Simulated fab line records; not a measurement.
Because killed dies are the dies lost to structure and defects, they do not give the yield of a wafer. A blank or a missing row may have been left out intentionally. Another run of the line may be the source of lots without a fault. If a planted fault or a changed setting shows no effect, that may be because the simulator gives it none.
fab line records	flow berkeley_cmos170
[record] lots = 15	wafers = 45	last_day = 12
route steps=331 shown NWELL@30 ACTIVE@63 NVT@107 PSD@184
lots untouched by any fault: they come from a run of this same line in which no faults occurred
start_h: hours from the record's opening day to when the first of the lot's shown wafers began	wait_h: time in hours since the lot's previous step	" the same as in the row above	L1.1+2: several wafers, shown together as one row	- no value, or no start was given	* or withheld: withheld	< > ~ a bound
route shown NAME@n: NAME is a module with steps in the file, n the number in the route of the first one	usual: mean/standard deviation taken from wafers without a fault	same: alike in all rows	chamber/n: place in a boat	sites: each site's reading	_std_site: their standard deviation	_edge_site: outer sites' mean less inner sites'	radius_mm: how far each site lies from the wafer's centre	mask NAME#n: copy n	behind: the tool/chamber that last shaped the wafer	hold: what put the lot on hold/how long, in hours/how the hold closed	device: the n, p or np transistor that did not switch	end of line: at the end of the route, the tests of the same wafers	where a step has no rows: the recipe by itself	killed: count of dies lost to structure and defects at first sort (not the wafer's yield)	map: a wafer's dies, x killed, . not, _ none there
set.NAME: the setting that was run; set.NAME@STEP: the one run at that earlier step	model.NAME: the simulator's own value behind a step, which no gauge read
route steps across a sampled set of lots; one table per step, one row per wafer
services: when a tool's chamber went out of use (start_h, in hours from the record's first day, below 0 if earlier), for how many hours, and the reason
[[steps]]
[step UCB170_NWELL_TW_MEAS_16]
[usual] NWELL_TW = 1250/9.6
lot.wafer	tool	chamber	start_h	wait_h	NWELL_TW
L925.3	film_metro-01	-	49.76	0.1	1242
L925.4	"	-	"	"	1247
L925.5	"	-	"	"	1244
L927.2	film_metro-02	-	49.90	0.1	1245
L927.4	"	-	"	"	1247
L927.6	"	-	"	"	1239
L926.1	film_metro-01	-	50.29	0.1	1246
L926.2	"	-	"	"	1242
L926.4	"	-	"	"	1243
L928.1	film_metro-04	-	56.79	0.1	1268
L928.2	"	-	"	"	1269
L928.6	"	-	"	"	1264
L929.1	film_metro-04	-	66.79	0.1	1267
L929.5	"	-	"	"	1259
L929.6	"	-	"	"	1264
L931.2	film_metro-01	-	72.60	0.1	1251
L931.4	"	-	"	"	1251
L931.6	"	-	"	"	1250
L932.1	film_metro-02	-	73.08	0.1	1245
L932.2	"	-	"	"	1243
L932.4	"	-	"	"	1236
L935.1	film_metro-01	-	88.08	0.1	1254
L935.2	"	-	"	"	1245
L935.6	"	-	"	"	1247
L940.3	film_metro-01	-	118.79	0.1	1244
L940.5	"	-	"	"	1247
L940.6	"	-	"	"	1247
L941.3	film_metro-04	-	124.31	0.1	1258
L941.4	"	-	"	"	1261
L941.6	"	-	"	"	1262
L942.2	film_metro-04	-	129.52	0.1	1262
L942.4	"	-	"	"	1254
L942.6	"	-	"	"	1262
L944.3	film_metro-04	-	139.51	0.1	1263
L944.4	"	-	"	"	1265
L944.6	"	-	"	"	1261
L945.1	film_metro-02	-	140.01	0.1	1238
L945.2	"	-	"	"	1242
L945.6	"	-	"	"	1234
L947.1	film_metro-01	-	150.51	0.1	1244
L947.5	"	-	"	"	1240
L947.6	"	-	"	"	1238
L946.2	film_metro-01	-	151.00	0.1	1240
L946.3	"	-	"	"	1243
L946.6	"	-	"	"	1242
[step UCB170_ACTIVE_THK_MEAS_03]
[recipe] reads = SiO2_of_ACTIVE_OXIDATION_02
[usual] ACTIVE_OXIDE_THK = 26.5/0.47
lot.wafer	tool	chamber	start_h	wait_h	ACTIVE_OXIDE_THK[nm]
L926.1	film_metro-03	-	92.07	0.0	26.3
L926.2	"	-	"	"	26.5
L926.4	"	-	"	"	26.4
L927.2	film_metro-01	-	92.08	0.0	26.7
L927.4	"	-	"	"	27.0
L927.6	"	-	"	"	27.0
L925.3	film_metro-04	-	92.09	0.0	27.3
L925.4	"	-	"	"	26.6
L925.5	"	-	"	"	26.7
L928.1	film_metro-04	-	98.37	0.0	25.3
L928.2	"	-	"	"	25.4
L928.6	"	-	"	"	25.7
L929.1	film_metro-03	-	109.43	0.0	26.3
L929.5	"	-	"	"	25.9
L929.6	"	-	"	"	26.3
L932.1	film_metro-03	-	119.38	0.0	27.0
L932.2	"	-	"	"	27.2
L932.4	"	-	"	"	27.0
L931.2	film_metro-01	-	119.39	0.0	26.8
L931.4	"	-	"	"	27.0
L931.6	"	-	"	"	27.1
L935.1	film_metro-01	-	134.42	0.0	26.6
L935.2	"	-	"	"	26.4
L935.6	"	-	"	"	26.8
L940.3	film_metro-03	-	165.65	0.0	26.4
L940.5	"	-	"	"	26.2
L940.6	"	-	"	"	25.8
L941.3	film_metro-04	-	165.65	0.0	26.7
L941.4	"	-	"	"	26.5
L941.6	"	-	"	"	26.3
L942.2	film_metro-04	-	172.52	0.0	26.9
L942.4	"	-	"	"	27.0
L942.6	"	-	"	"	27.0
L945.1	film_metro-01	-	183.04	0.0	26.4
L945.2	"	-	"	"	26.6
L945.6	"	-	"	"	25.9
L944.3	film_metro-03	-	183.06	0.0	26.0
L944.4	"	-	"	"	25.8
L944.6	"	-	"	"	25.7
L946.2	film_metro-01	-	198.31	0.0	26.0
L946.3	"	-	"	"	26.1
L946.6	"	-	"	"	25.7
L947.1	film_metro-04	-	198.36	0.1	26.2
L947.5	"	-	"	"	25.9
L947.6	"	-	"	"	26.9
[step UCB170_NVT_EXPOSE_03]
[recipe] mask_id = PWELL	target_cd_nm = 3000	na = 0.5	sigma_outer = 0.6	source_shape = conventional	dose_mj = 30
[usual] exposure_dose_mJ_cm2 = 30.00/0.031	focus_offset_nm = -0.1/0.48	reticle_temp_C = 22.96/0.11
lot.wafer	tool	chamber	start_h	wait_h	mask	exposure_dose_mJ_cm2	focus_offset_nm	reticle_temp_C
L928.1	krf_scanner-01	0	143.87	0.1	PWELL#0	30.02	-0.5	22.81
L928.2	"	0	"	"	PWELL#0	30.00	0.2	22.94
L928.6	"	0	"	"	PWELL#0	30.03	0.4	22.77
L926.1	krf_scanner-01	0	143.98	0.2	PWELL#0	30.05	-0.1	22.89
L926.2	"	0	"	"	PWELL#0	30.07	0.5	22.88
L926.4	"	0	"	"	PWELL#0	30.01	0.3	22.84
L927.2	krf_scanner-01	0	144.12	0.2	PWELL#0	29.96	-0.3	22.88
L927.4	"	0	"	"	PWELL#0	29.96	-0.3	22.97
L927.6	"	0	"	"	PWELL#0	29.96	-0.3	22.92
L925.3	krf_scanner-01	0	144.35	0.1	PWELL#0	30.01	1.2	22.96
L925.4	"	0	"	"	PWELL#0	30.05	0.5	22.88
L925.5	"	0	"	"	PWELL#0	30.02	0.6	22.97
L931.2	krf_scanner-01	0	159.88	0.2	PWELL#0	30.04	0.7	22.84
L931.4	"	0	"	"	PWELL#0	30.03	-0.2	22.97
L931.6	"	0	"	"	PWELL#0	30.03	-0.3	22.83
L932.1	krf_scanner-02	0	160.11	0.5	PWELL#0	29.99	-0.1	23.11
L932.2	"	0	"	"	PWELL#0	29.97	-0.6	22.98
L932.4	"	0	"	"	PWELL#0	29.98	0.1	23.07
L929.1	krf_scanner-02	0	160.34	0.3	PWELL#0	29.97	-0.4	23.25
L929.5	"	0	"	"	PWELL#0	30.02	-0.1	23.08
L929.6	"	0	"	"	PWELL#0	30.00	-0.5	23.12
L935.1	krf_scanner-02	0	185.06	0.1	PWELL#0	30.01	-0.8	23.04
L935.2	"	0	"	"	PWELL#0	29.99	0.2	22.94
L935.6	"	0	"	"	PWELL#0	29.99	-0.2	22.97
L940.3	krf_scanner-02	-	219.04	0.2	PWELL#0	-	-	-
L940.5	"	-	"	"	PWELL#0	-	-	-
L940.6	"	-	"	"	PWELL#0	-	-	-
L941.3	krf_scanner-01	-	219.28	0.3	PWELL#0	-	-	-
L941.4	"	-	"	"	PWELL#0	-	-	-
L941.6	"	-	"	"	PWELL#0	-	-	-
L942.2	krf_scanner-01	-	227.58	0.1	PWELL#0	-	-	-
L942.4	"	-	"	"	PWELL#0	-	-	-
L942.6	"	-	"	"	PWELL#0	-	-	-
L945.1	krf_scanner-02	0	233.04	0.2	PWELL#0	30.00	0.2	22.81
L945.2	"	0	"	"	PWELL#0	29.98	0.2	22.94
L945.6	"	0	"	"	PWELL#0	30.02	-0.2	22.83
L944.3	krf_scanner-01	0	233.32	0.5	PWELL#0	29.98	0.4	22.97
L944.4	"	0	"	"	PWELL#0	29.99	0.3	23.06
L944.6	"	0	"	"	PWELL#0	29.96	0.1	22.99
L947.1	krf_scanner-02	0	240.87	0.2	PWELL#0	30.03	-0.7	22.98
L947.5	"	0	"	"	PWELL#0	29.99	-0.4	22.98
L947.6	"	0	"	"	PWELL#0	29.99	-0.6	23.03
L946.2	krf_scanner-02	0	241.00	0.4	PWELL#0	29.95	0.2	22.83
L946.3	"	0	"	"	PWELL#0	30.06	0.0	23.05
L946.6	"	0	"	"	PWELL#0	29.99	0.0	22.98
[step UCB170_PSD_STRIP_09]
[recipe] chemistry = O2	power_w = 400	pressure_mtorr = 3500	platen_temp_c = withheld	o2_flow_sccm = 400	overash_fraction = 0.5
[usual] drypump_motor_current_A = 5.9/0.32	oes_product_au = 0.600/0.0048	strip_time_to_endpoint_s = 29.42/0.084
lot.wafer	tool	chamber	start_h	wait_h	drypump_motor_current_A	oes_product_au	rf_hours_counter_h	strip_time_to_endpoint_s
L925.3	plasma_asher-02	0	176.79	0.1	5.5	0.598	-	29.35
L925.4	"	1	"	"	6.1	0.606	-	29.36
L925.5	"	0	"	"	5.5	0.606	-	29.44
L928.1	plasma_asher-03	0	176.85	0.1	5.9	0.594	7	29.36
L928.2	"	1	"	"	6.1	0.594	7	29.41
L928.6	"	0	"	"	5.9	0.598	-	29.42
L926.1	plasma_asher-01	1	177.09	0.1	6.4	0.602	40	29.51
L926.2	"	0	"	"	6.5	0.598	40	29.51
L926.4	"	1	"	"	6.4	0.600	-	29.53
L927.2	plasma_asher-02	0	177.21	0.1	5.5	0.596	45	29.55
L927.4	"	1	"	"	6.1	0.599	-	29.59
L927.6	"	1	"	"	6.1	0.596	-	29.60
L931.2	plasma_asher-03	0	191.93	0.1	5.9	0.598	8	29.40
L931.4	"	0	"	"	5.9	0.603	-	29.36
L931.6	"	1	"	"	6.1	0.593	-	29.37
L929.1	plasma_asher-02	0	192.00	0.1	5.5	0.597	46	29.39
L929.5	"	1	"	"	6.1	0.593	-	29.34
L929.6	"	0	"	"	5.5	0.598	-	29.38
L932.1	plasma_asher-02	1	192.65	0.1	6.1	0.595	47	29.51
L932.2	"	0	"	"	5.5	0.604	47	29.47
L932.4	"	0	"	"	5.5	0.602	-	29.49
L935.1	plasma_asher-03	0	211.42	0.1	5.8	0.597	11	29.32
L935.2	"	1	"	"	6.1	0.605	11	29.28
L935.6	"	1	"	"	6.0	0.596	-	29.31
L941.3	plasma_asher-02	0	247.93	0.1	5.5	0.598	-	29.38
L941.4	"	1	"	"	6.1	0.595	-	29.45
L941.6	"	1	"	"	6.1	0.595	-	29.36
L940.3	plasma_asher-02	0	248.34	0.1	5.5	0.600	-	29.53
L940.5	"	0	"	"	5.5	0.598	-	29.44
L940.6	"	1	"	"	6.1	0.590	-	29.55
L945.1	plasma_asher-02	0	262.83	0.1	5.5	0.610	54	29.39
L945.2	"	1	"	"	6.1	0.600	54	29.47
L945.6	"	0	"	"	5.5	0.596	-	29.55
L942.2	plasma_asher-03	1	262.96	0.1	6.1	0.609	17	29.37
L942.4	"	1	"	"	6.1	0.600	-	29.34
L942.6	"	0	"	"	5.9	0.592	-	29.35
L944.3	plasma_asher-02	1	263.27	0.1	6.1	0.592	-	29.52
L944.4	"	0	"	"	5.5	0.601	-	29.47
L944.6	"	0	"	"	5.5	0.599	-	29.48
L946.2	plasma_asher-02	0	268.17	0.1	5.6	0.601	55	29.29
L946.3	"	1	"	"	6.1	0.600	-	29.40
L946.6	"	0	"	"	5.5	0.601	-	29.41
L947.1	plasma_asher-02	1	268.83	0.1	6.1	0.598	55	29.40
L947.5	"	0	"	"	5.5	0.601	-	29.42
L947.6	"	1	"	"	6.1	0.598	-	29.32
[[services]]
tool	chamber	start_h	hours	kind
krf_scanner-02	-	141.58	1.3	pm
krf_scanner-02	-	143.09	3.7	repair
krf_scanner-01	0	176.56	-	calibration
krf_scanner-02	-	177.84	0.8	pm
krf_scanner-01	-	190.13	1.3	pm
plasma_asher-01	-	191.28	8.9	repair
krf_scanner-01	-	206.91	4.0	pm
krf_scanner-02	-	213.12	1.0	pm
krf_scanner-01	-	218.02	1.0	pm
krf_scanner-02	-	224.20	4.4	pm
plasma_asher-01	-	229.33	0.5	repair
krf_scanner-02	-	230.34	0.2	repair
krf_scanner-01	-	231.60	0.8	pm
krf_scanner-02	0	251.00	-	calibration
[[key]]
[first_sign] step = UCB170_NVT_EXPOSE_03	reading = tool_record	direction = missing
effect none on later readings
met_at UCB170_NVT_EXPOSE_03
struck_lots L940,L941,L942
sort_left_out L940.3,L940.5,L940.6,L941.3,L941.4,L941.6,L942.2,L942.4,L942.6
tester_left_out L940,L941,L942
not_acting_at UCB170_NWELL_TW_MEAS_16,UCB170_ACTIVE_THK_MEAS_03,UCB170_PSD_STRIP_09
onset_between 185.06 219.04
[fault] kind = skipped_step_whole	tool = krf_scanner-01,krf_scanner-02	chamber = -	onset_h = 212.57	steps = UCB170_NVT_EXPOSE_03	scope = struck_lots_only
// tester_left_out: of these lots the tester's yield and bins aren't shown, on N5 and GAA mostly nor the transistor test; their killed dies are dies lost to structure and defects alone, not to doping, threshold or leakage, so they don't give the yield
// sort_left_out: the simulated sort isn't trusted on such a fault, so these wafers' sort isn't shown, and their yield isn't known
